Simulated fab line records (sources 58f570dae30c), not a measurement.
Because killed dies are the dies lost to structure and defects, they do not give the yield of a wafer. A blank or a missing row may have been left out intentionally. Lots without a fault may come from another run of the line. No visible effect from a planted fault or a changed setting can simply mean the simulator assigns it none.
fab line records :: flow berkeley-cmos170
[record]
  lots = 5
  wafers = 15
  last-day = 13
route steps=331 shown SPACER@171 PSD@175
lots untouched by any fault: they come from a run of this same line in which no faults occurred
start-h: hours from the record's first day to the start of the lot's first wafer shown :: wait-h: time in hours since the lot's previous step :: " the same as in the row above :: L1.1+2: a row that stands for several wafers :: - value missing, or start not given :: * or withheld: withheld :: < > ~ a bound
route shown NAME@n: NAME is a module with steps in the file, n the number in the route of the first one :: usual: mean/standard deviation taken from wafers without a fault :: same: alike in all rows :: chamber/n: place in a boat :: sites: the reading at each site :: _std_site: standard deviation across them :: _edge_site: the outer-site mean with the inner-site mean subtracted :: radius-mm: for every site, how far away it sits from the centre of the wafer :: mask NAME#n: copy n :: behind: the most recent tool/chamber to have shaped the wafer :: hold: why the lot was held/for how many hours/how that ended :: device: names the non-switching transistor (n, p or np) :: end of line: tests run on the same wafers once the route is complete :: where a step has no rows: the recipe by itself :: killed: count of dies lost to structure and defects at first sort (not the wafer's yield) :: map: per-die view of a wafer (x killed, . not killed, _ where there is no die)
set.NAME: setting as actually run; set.NAME@STEP: the setting as run at that earlier step :: model.NAME: the simulator's own value behind a step, which no gauge read
lots at selected steps of the route; one table per step, one row per wafer
services: a tool's chamber out of use, with start hour (start-h, from the record's first day; less than 0 if before it), hours out, and reason
[[steps]]
[step UCB170_SPACER_CVD_00]
[recipe]
  material = SiO2
  target-thk-nm = 376
  temp-c = 390
  precursor = TEOS/O2
  time-s = 47
  rf-w = 550
  pressure-mtorr = 9000
[usual]
  heater-power-w = 279/59
lot.wafer: L086.2
tool: pecvd-03
chamber: 1
start-h: 204.42
wait-h: 0.0
heater-power-w: 251

lot.wafer: L086.3
tool: pecvd-03
chamber: 0
start-h: 204.42
wait-h: 0.0
heater-power-w: 392

lot.wafer: L086.6
tool: pecvd-03
chamber: 0
start-h: 204.42
wait-h: 0.0
heater-power-w: 394

lot.wafer: L088.3
tool: pecvd-03
chamber: 0
start-h: 226.11
wait-h: 0.0
heater-power-w: 359

lot.wafer: L088.5
tool: pecvd-03
chamber: 2
start-h: 226.11
wait-h: 0.0
heater-power-w: 196

lot.wafer: L088.6
tool: pecvd-03
chamber: 1
start-h: 226.11
wait-h: 0.0
heater-power-w: 246

lot.wafer: L087.1
tool: pecvd-01
chamber: 0
start-h: 226.39
wait-h: 0.0
heater-power-w: 222

lot.wafer: L087.2
tool: pecvd-01
chamber: 2
start-h: 226.39
wait-h: 0.0
heater-power-w: 260

lot.wafer: L087.3
tool: pecvd-01
chamber: 1
start-h: 226.39
wait-h: 0.0
heater-power-w: 295

lot.wafer: L091.2
tool: pecvd-03
chamber: 0
start-h: 242.22
wait-h: 0.0
heater-power-w: 387

lot.wafer: L091.3
tool: pecvd-03
chamber: 1
start-h: 242.22
wait-h: 0.0
heater-power-w: 202

lot.wafer: L091.5
tool: pecvd-03
chamber: 1
start-h: 242.22
wait-h: 0.0
heater-power-w: 209

lot.wafer: L097.2
tool: pecvd-03
chamber: 1
start-h: 277.74
wait-h: 0.0
heater-power-w: 283

lot.wafer: L097.3
tool: pecvd-03
chamber: 2
start-h: 277.74
wait-h: 0.0
heater-power-w: 212

lot.wafer: L097.5
tool: pecvd-03
chamber: 1
start-h: 277.74
wait-h: 0.0
heater-power-w: 191
[step UCB170_SPACER_THK_MEAS_01]
[recipe]
  reads = SiO2_of_SPACER_CVD_00
[usual]
  SPACER_TEOS_THK = 375/4.4
lot.wafer: L086.2
tool: film-metro-03
chamber: -
start-h: 204.47
wait-h: 0.0
SPACER_TEOS_THK[nm]: 370

lot.wafer: L086.3
tool: film-metro-03
chamber: -
start-h: 204.47
wait-h: 0.0
SPACER_TEOS_THK[nm]: 370

lot.wafer: L086.6
tool: film-metro-03
chamber: -
start-h: 204.47
wait-h: 0.0
SPACER_TEOS_THK[nm]: 377

lot.wafer: L088.3
tool: film-metro-02
chamber: -
start-h: 226.17
wait-h: 0.0
SPACER_TEOS_THK[nm]: 365

lot.wafer: L088.5
tool: film-metro-02
chamber: -
start-h: 226.17
wait-h: 0.0
SPACER_TEOS_THK[nm]: 380

lot.wafer: L088.6
tool: film-metro-02
chamber: -
start-h: 226.17
wait-h: 0.0
SPACER_TEOS_THK[nm]: 374

lot.wafer: L087.1
tool: film-metro-02
chamber: -
start-h: 226.43
wait-h: 0.0
SPACER_TEOS_THK[nm]: 377

lot.wafer: L087.2
tool: film-metro-02
chamber: -
start-h: 226.43
wait-h: 0.0
SPACER_TEOS_THK[nm]: 373

lot.wafer: L087.3
tool: film-metro-02
chamber: -
start-h: 226.43
wait-h: 0.0
SPACER_TEOS_THK[nm]: 377

lot.wafer: L091.2
tool: film-metro-02
chamber: -
start-h: 242.27
wait-h: 0.0
SPACER_TEOS_THK[nm]: 370

lot.wafer: L091.3
tool: film-metro-02
chamber: -
start-h: 242.27
wait-h: 0.0
SPACER_TEOS_THK[nm]: 367

lot.wafer: L091.5
tool: film-metro-02
chamber: -
start-h: 242.27
wait-h: 0.0
SPACER_TEOS_THK[nm]: 379

lot.wafer: L097.2
tool: film-metro-03
chamber: -
start-h: 277.79
wait-h: 0.0
SPACER_TEOS_THK[nm]: 371

lot.wafer: L097.3
tool: film-metro-03
chamber: -
start-h: 277.79
wait-h: 0.0
SPACER_TEOS_THK[nm]: 375

lot.wafer: L097.5
tool: film-metro-03
chamber: -
start-h: 277.79
wait-h: 0.0
SPACER_TEOS_THK[nm]: 377
[step UCB170_SPACER_ANNEAL_02]
[recipe]
  temp-c = 900
  time-s = 1800
  ambient = N2
[usual]
  tube_center_temp_C_max = 902.3/0.36
lot.wafer: L086.2
tool: furnace-02
chamber: 0
start-h: 209.95
wait-h: 5.5
tube_center_temp_C_max: 901.9

lot.wafer: L086.3
tool: furnace-02
chamber: 0
start-h: 209.95
wait-h: 5.5
tube_center_temp_C_max: 902.0

lot.wafer: L086.6
tool: furnace-02
chamber: 0
start-h: 209.95
wait-h: 5.5
tube_center_temp_C_max: 902.1

lot.wafer: L087.1
tool: furnace-02
chamber: 0
start-h: 231.29
wait-h: 4.8
tube_center_temp_C_max: 902.4

lot.wafer: L087.2
tool: furnace-02
chamber: 0
start-h: 231.29
wait-h: 4.8
tube_center_temp_C_max: 902.3

lot.wafer: L087.3
tool: furnace-02
chamber: 0
start-h: 231.29
wait-h: 4.8
tube_center_temp_C_max: 902.4

lot.wafer: L088.3
tool: furnace-02
chamber: 0
start-h: 231.29
wait-h: 5.1
tube_center_temp_C_max: 902.1

lot.wafer: L088.5
tool: furnace-02
chamber: 0
start-h: 231.29
wait-h: 5.1
tube_center_temp_C_max: 902.5

lot.wafer: L088.6
tool: furnace-02
chamber: 0
start-h: 231.29
wait-h: 5.1
tube_center_temp_C_max: 902.8

lot.wafer: L091.2
tool: furnace-04
chamber: 0
start-h: 244.93
wait-h: 2.6
tube_center_temp_C_max: 901.7

lot.wafer: L091.3
tool: furnace-04
chamber: 0
start-h: 244.93
wait-h: 2.6
tube_center_temp_C_max: 902.6

lot.wafer: L091.5
tool: furnace-04
chamber: 0
start-h: 244.93
wait-h: 2.6
tube_center_temp_C_max: 901.5

lot.wafer: L097.2
tool: furnace-01
chamber: 0
start-h: 282.48
wait-h: 4.7
tube_center_temp_C_max: 902.3

lot.wafer: L097.3
tool: furnace-01
chamber: 0
start-h: 282.48
wait-h: 4.7
tube_center_temp_C_max: 901.8

lot.wafer: L097.5
tool: furnace-01
chamber: 0
start-h: 282.48
wait-h: 4.7
tube_center_temp_C_max: 902.9
[step UCB170_SPACER_ETCHBACK_03]
[recipe]
  stop-on = Si
  target = SiO2
  chemistry = CHF3/CF4/Ar
  CHF3_flow_sccm = 50
  cf4-flow-sccm = 10
  Ar_flow_sccm = 120
  pressure-mtorr = 200
  rf-w = 500
  target-depth-a = 3760
  time-s = 100
[usual]
  drypump-motor-current-A = 5.7/0.59
  oes-product-au = 0.904/0.017
  throttle-valve-pct = 6.41/0.11
lot.wafer: L086.2
tool: rie-diel-02
chamber: 2
start-h: 211.45
wait-h: 0.0
drypump-motor-current-A: 6.7
oes-product-au: 0.889
rf-hours-counter-h: 108
throttle-valve-pct: 6.47

lot.wafer: L086.3
tool: rie-diel-02
chamber: 3
start-h: 211.45
wait-h: 0.0
drypump-motor-current-A: 6.2
oes-product-au: 0.869
rf-hours-counter-h: 22
throttle-valve-pct: 6.39

lot.wafer: L086.6
tool: rie-diel-02
chamber: 0
start-h: 211.45
wait-h: 0.0
drypump-motor-current-A: 5.3
oes-product-au: 0.879
rf-hours-counter-h: -
throttle-valve-pct: 6.59

lot.wafer: L087.1
tool: rie-diel-02
chamber: 1
start-h: 232.79
wait-h: 0.0
drypump-motor-current-A: 5.1
oes-product-au: 0.912
rf-hours-counter-h: 20
throttle-valve-pct: 6.48

lot.wafer: L087.2
tool: rie-diel-02
chamber: 0
start-h: 232.79
wait-h: 0.0
drypump-motor-current-A: 5.3
oes-product-au: 0.881
rf-hours-counter-h: 15
throttle-valve-pct: 6.55

lot.wafer: L087.3
tool: rie-diel-02
chamber: 3
start-h: 232.79
wait-h: 0.0
drypump-motor-current-A: 6.2
oes-product-au: 0.878
rf-hours-counter-h: 23
throttle-valve-pct: 6.41

lot.wafer: L088.3
tool: rie-diel-03
chamber: 1
start-h: 232.79
wait-h: 0.0
drypump-motor-current-A: 4.7
oes-product-au: 0.905
rf-hours-counter-h: 9
throttle-valve-pct: 6.23

lot.wafer: L088.5
tool: rie-diel-03
chamber: 3
start-h: 232.79
wait-h: 0.0
drypump-motor-current-A: 6.0
oes-product-au: 0.925
rf-hours-counter-h: -
throttle-valve-pct: 6.28

lot.wafer: L088.6
tool: rie-diel-03
chamber: 2
start-h: 232.79
wait-h: 0.0
drypump-motor-current-A: 6.1
oes-product-au: 0.915
rf-hours-counter-h: -
throttle-valve-pct: 6.29

lot.wafer: L091.2
tool: rie-diel-03
chamber: 2
start-h: 246.43
wait-h: 0.0
drypump-motor-current-A: 6.0
oes-product-au: 0.899
rf-hours-counter-h: 48
throttle-valve-pct: 6.30

lot.wafer: L091.3
tool: rie-diel-03
chamber: 0
start-h: 246.43
wait-h: 0.0
drypump-motor-current-A: 5.0
oes-product-au: 0.888
rf-hours-counter-h: 4
throttle-valve-pct: 6.55

lot.wafer: L091.5
tool: rie-diel-03
chamber: 3
start-h: 246.43
wait-h: 0.0
drypump-motor-current-A: 6.0
oes-product-au: 0.923
rf-hours-counter-h: -
throttle-valve-pct: 6.30

lot.wafer: L097.2
tool: rie-diel-04
chamber: 0
start-h: 283.98
wait-h: 0.0
drypump-motor-current-A: 6.0
oes-product-au: 0.909
rf-hours-counter-h: 1
throttle-valve-pct: 6.39

lot.wafer: L097.3
tool: rie-diel-04
chamber: 0
start-h: 283.98
wait-h: 0.0
drypump-motor-current-A: 6.0
oes-product-au: 0.908
rf-hours-counter-h: -
throttle-valve-pct: 6.38

lot.wafer: L097.5
tool: rie-diel-04
chamber: 0
start-h: 283.98
wait-h: 0.0
drypump-motor-current-A: 6.0
oes-product-au: 0.918
rf-hours-counter-h: -
throttle-valve-pct: 6.42
[step UCB170_PSD_HMDS_00]
[recipe]
  prime-time-s = 60
  prime-temp-c = 100
lot.wafer: L086.2+3+6
tool: litho-track-04
chamber: 0
start-h: 211.73
wait-h: 0.2

lot.wafer: L087.1+2+3
tool: litho-track-01
chamber: 0
start-h: 233.35
wait-h: 0.5

lot.wafer: L088.3+5+6
tool: litho-track-02
chamber: 0
start-h: 233.45
wait-h: 0.6

lot.wafer: L091.2+3+5
tool: litho-track-04
chamber: 0
start-h: 246.98
wait-h: 0.5

lot.wafer: L097.2+3+5
tool: litho-track-04
chamber: 0
start-h: 284.50
wait-h: 0.5
[step UCB170_PSD_COAT_01]
[recipe]
  resist = KrF
  spin-rpm = 1500
  resist-thk-nm = 900
lot.wafer: L086.2+3+6
tool: litho-track-04
chamber: 0
start-h: 211.88
wait-h: 0.1

lot.wafer: L087.1+2+3
tool: litho-track-01
chamber: 0
start-h: 233.50
wait-h: 0.1

lot.wafer: L088.3+5+6
tool: litho-track-02
chamber: 0
start-h: 233.60
wait-h: 0.1

lot.wafer: L091.2+3+5
tool: litho-track-04
chamber: 0
start-h: 247.13
wait-h: 0.1

lot.wafer: L097.2+3+5
tool: litho-track-04
chamber: 0
start-h: 284.65
wait-h: 0.1
[step UCB170_PSD_SOFTBAKE_02]
[recipe]
  resist = KrF
  temp-c = 130
  time-s = 60
lot.wafer: L086.2+3+6
tool: litho-track-04
chamber: 0
start-h: 212.03
wait-h: 0.1

lot.wafer: L087.1+2+3
tool: litho-track-01
chamber: 0
start-h: 233.65
wait-h: 0.1

lot.wafer: L088.3+5+6
tool: litho-track-02
chamber: 0
start-h: 233.75
wait-h: 0.1

lot.wafer: L091.2+3+5
tool: litho-track-04
chamber: 0
start-h: 247.28
wait-h: 0.1

lot.wafer: L097.2+3+5
tool: litho-track-04
chamber: 0
start-h: 284.80
wait-h: 0.1
[[services]]
tool: furnace-01
chamber: -
start-h: 182.46
hours: 3.1
kind: pm

tool: furnace-01
chamber: -
start-h: 183.85
hours: 17.9
kind: repair

tool: pecvd-03
chamber: 1
start-h: 197.62
hours: 4.6
kind: repair

tool: furnace-04
chamber: -
start-h: 202.26
hours: 3.3
kind: pm

tool: pecvd-01
chamber: -
start-h: 202.87
hours: 5.9
kind: repair

tool: furnace-02
chamber: -
start-h: 218.28
hours: 4.6
kind: pm

tool: rie-diel-03
chamber: 3
start-h: 219.22
hours: 10.5
kind: repair

tool: rie-diel-02
chamber: 2
start-h: 228.24
hours: 13.7
kind: repair

tool: rie-diel-04
chamber: 0
start-h: 249.29
hours: -
kind: clean

tool: rie-diel-04
chamber: 0
start-h: 249.29
hours: 24.0
kind: scheduled-down

tool: rie-diel-04
chamber: 0
start-h: 249.29
hours: 24.0
kind: vent-cycle

tool: pecvd-01
chamber: -
start-h: 254.77
hours: 0.3
kind: repair

tool: rie-diel-04
chamber: 1
start-h: 273.29
hours: -
kind: clean

tool: rie-diel-04
chamber: 1
start-h: 273.29
hours: 16.4
kind: scheduled-down

tool: rie-diel-04
chamber: 1
start-h: 273.29
hours: 16.4
kind: vent-cycle

tool: rie-diel-04
chamber: 2
start-h: 283.05
hours: 2.5
kind: repair
[[key]]
fault none
